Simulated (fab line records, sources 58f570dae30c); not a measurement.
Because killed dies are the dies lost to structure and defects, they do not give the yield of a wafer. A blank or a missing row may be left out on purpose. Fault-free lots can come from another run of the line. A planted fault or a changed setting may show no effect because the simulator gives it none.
A struck lot beside a sound one -- flow berkeley_cmos170 -- 13 out of 331 route steps
Sound: these wafers, L864.2, L864.3, L864.5. Wafers struck: L871.1, L871.4, L871.5. The cause is named last.
At each step with rows: each side's tool, then ch and its chambers, then its first start. Under that, the readings that differ: sound wafers -- struck wafers -- difference of the means -- sigmas: that difference in standard deviations of wafers without a fault.
alike: readings with means less than 2 such deviations apart, plus words and numbers identical on both sides. not compared: withheld readings, readings lacking a value on some wafer, bounds such as >300 that could conceal the same value, and numbers that have no deviation in the record and whose values overlap.
A row with sigmas, a row that says differs or no value, or rows on one side alone: a step with any of these is where the two part. Numbers that have no deviation but don't overlap get no sigmas and don't part them. A reading that every wafer of one side lacks parts them only if that side has two wafers or more.

first, 2 steps without rows for these wafers: UCB170_FIELD_CLEAN_00 (cleans in dHF, time 7.5 s); UCB170_FIELD_OXIDATION_01 (target thk 558.3 nm, ox time 7200 s).
UCB170_FIELD_THK_MEAS_02:
  struck on film_metro-04, day 7 22:28; sound on film_metro-03, day 6 17:20
reading,sound,struck,difference,sigmas
FIELD_OXIDE_THK (nm),554 564 546,530 528 533,-24,-3
then, 4 steps without rows for these wafers: UCB170_FIELD_ANNEAL_03 (time 1200 s); UCB170_FIELD_WET_ETCH_04 (etches SiO2 in dHF, time 61.03 s); UCB170_FIELD_WET_ETCH_05 (etches Si3N4 in H3PO4, time 12600 s); UCB170_FIELD_WET_ETCH_06 (etches SiO2 in BOE, time 22 s).
UCB170_FIELD_THK_MEAS_90:
  struck on film_metro-03, day 8 07:32; sound on film_metro-02, day 7 01:49
reading,sound,struck,difference,sigmas
FIELD_OXIDE_LEFT_1_THK (nm),437 447 429,412 411 415,-25,-3
then, 2 steps without rows for these wafers: UCB170_SACOX_CLEAN_00 (cleans in dHF, time 7.5 s); UCB170_SACOX_OXIDATION_01 (target thk 14.4 nm, ox time 2400 s).
UCB170_SACOX_THK_MEAS_02:
  struck on film_metro-01, day 8 15:22; sound on film_metro-02, day 7 07:37
  alike: SACOX_OXIDE_THK
then, 1 step without rows for these wafers: UCB170_SCREENOX_WET_ETCH_00 (etches SiO2 in dHF, time 200 s).
UCB170_SCREENOX_OXIDATION_01: target thk 14.4 nm, ox time 2400 s.
  sound on furnace-01 ch 0, day 7 12:27; struck on furnace-04, day 8 17:53
  no value came back on the struck wafers for ox_temp_c (C), ox_temp_c_max, zone_power_centre_pct (%); on the sound wafers ox_temp_c (C) reads 900.3 899.8 900.0

## WHERE THEY PART
Earliest at UCB170_FIELD_THK_MEAS_02; latest, in this record, at UCB170_SCREENOX_OXIDATION_01.

WHY: whatever the simulator had introduced
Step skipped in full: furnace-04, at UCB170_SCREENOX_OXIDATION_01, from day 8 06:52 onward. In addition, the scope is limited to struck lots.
